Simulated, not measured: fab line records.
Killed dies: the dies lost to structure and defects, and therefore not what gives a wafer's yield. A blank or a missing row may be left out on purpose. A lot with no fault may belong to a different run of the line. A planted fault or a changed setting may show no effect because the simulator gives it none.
What tool caused it?	flow ritCmos	13 lots with 39 wafers sampled at 4 steps, on a route of 202 steps

## WHAT THE GAUGES SHOWED, per wafer
RIT_PRETRO_TW_MEAS_10.
lot	measured	on	PRETRO_TW
L824	day 2 07:06	filmMetro-01	479 481 481
L825	day 2 13:22	filmMetro-02	477 474 474
L826	day 2 17:49	filmMetro-04	480 482 480
L827	day 2 23:13	filmMetro-01	480 479 480
L828	day 3 03:07	filmMetro-04	478 475 475
L829	day 3 08:01	filmMetro-02	474 475 474
L830	day 3 13:39	filmMetro-02	472 477 476
L831	day 3 18:00	filmMetro-01	481 481 481
L832	day 3 23:38	filmMetro-01	482 484 483
L834	day 4 10:13	filmMetro-04	788 794 792 794 795 792
L835	day 4 15:00	filmMetro-02	795 794 791 795 789 795
L836	day 4 19:17	filmMetro-01	800 798 800 798 800 796
L837	day 5 00:41	filmMetro-01	799 798 800 804 800 798

RIT_FOX2_THK_MEAS_91.
lot	measured	on	FIELD_OXIDE_LEFT_2_THK (nm)
L824	day 2 07:36	filmMetro-01	265 264 264
L825	day 2 13:52	filmMetro-02	248 253 251
L826	day 2 18:19	filmMetro-01	249 247 254
L827	day 2 23:44	filmMetro-03	258 257 254
L828	day 3 03:37	filmMetro-03	253 249 247
L829	day 3 08:31	filmMetro-01	256 254 257
L830	day 3 14:08	filmMetro-01	253 255 253
L831	day 3 18:28	filmMetro-01	254 251 255
L832	day 4 00:07	filmMetro-01	253 251 254

RIT_NLDD_OVL_MEAS_06.
lot	measured	on	NLDD_OVL (nm)
L824	day 2 17:05	overlay-02	0.1 1.7 -1.5
L825	day 2 23:10	overlay-02	0.8 1.5 0.3
L826	day 3 02:51	overlay-01	1.9 1.6 1.2
L827	day 3 08:23	overlay-01	1.7 -0.6 0.3
L828	day 3 12:46	overlay-01	1.9 1.6 -0.2
L829	day 3 17:49	overlay-02	2.0 2.9 1.8
L830	day 4 00:15	overlay-01	2.4 2.5 3.0
L831	day 4 03:23	overlay-02	2.3 3.9 1.6
L832	day 4 08:53	overlay-02	-0.7 -0.3 -1.5

## WHAT TOOL EACH LOT RAN ON (gives the tool, then ch and the chambers of the sampled wafers, and finally the start)
lot	RIT_PRETRO_IMPLANT_08
L824	implanter-03 ch 0, day 2 06:47
L825	implanter-02 ch 0, day 2 13:04
L826	implanter-02 ch 0, day 2 17:29
L827	implanter-04 ch 0, day 2 22:53
L828	implanter-02 ch 0, day 3 02:50
L829	implanter-04 ch 0, day 3 07:42
L830	implanter-04 ch 0, day 3 13:20
L831	implanter-04 ch 0, day 3 17:40
L832	implanter-04 ch 0, day 3 23:20
L834	implanter-02 ch 0, day 4 09:53
L835	implanter-03 ch 0, day 4 14:40
L836	implanter-04 ch 0, day 4 18:58
L837	implanter-03 ch 0, day 5 00:21
- RIT_PRETRO_IMPLANT_08

## WHAT THE TOOLS THEMSELVES READ (means of the sampled wafers that have a number; where no wafer has one, the mark that the record gives instead)
RIT_PRETRO_IMPLANT_08.
lot	tool	beamOnS (s)
L824	implanter-03	10.10
L825	implanter-02	9.95
L826	implanter-02	9.99
L827	implanter-04	10.01
L828	implanter-02	9.85
L829	implanter-04	10.27
L830	implanter-04	9.96
L831	implanter-04	10.00
L832	implanter-04	9.89
L834	implanter-02	9.97
L835	implanter-03	9.86
L836	implanter-04	10.06
L837	implanter-03	9.97

## THE ANSWER, worked out from the rows above alone
Rule: the usual values come from the lots themselves. Put in order of their means at a reading, lots are off if they are a third of the lots or fewer, leave a main group of 4 or more, and stand apart from it by a gap of 3 or more times the standard deviation of the main group's means; of several such gaps the widest counts. The tables above print the reading to a certain number of digits; a main group whose means all agree to those digits is not used. A lot without any number at a reading at which 4 lots or more have one is off too. Any other lot the step has rows for is counted as sound. Order of review: gauges by route order, followed by the tools' own readings, for which a lot's mean as printed above is used. At the first step where some lot is off, the reading lying furthest off is the one used; lots without a number count as furthest.
Off: at RIT_PRETRO_TW_MEAS_10 (PRETRO_TW), L834, L835, L836, L837. Mean 478 and standard deviation 3.1 in the main group.
If a tool, at a process step before that reading, ran all the lots that are off and no sound lot after the first of them, it fits. Gauges at RIT_PRETRO_TW_MEAS_10: tried the same way as those tools. Of those tried, none fits.

## WHAT THE SIMULATOR PUT IN
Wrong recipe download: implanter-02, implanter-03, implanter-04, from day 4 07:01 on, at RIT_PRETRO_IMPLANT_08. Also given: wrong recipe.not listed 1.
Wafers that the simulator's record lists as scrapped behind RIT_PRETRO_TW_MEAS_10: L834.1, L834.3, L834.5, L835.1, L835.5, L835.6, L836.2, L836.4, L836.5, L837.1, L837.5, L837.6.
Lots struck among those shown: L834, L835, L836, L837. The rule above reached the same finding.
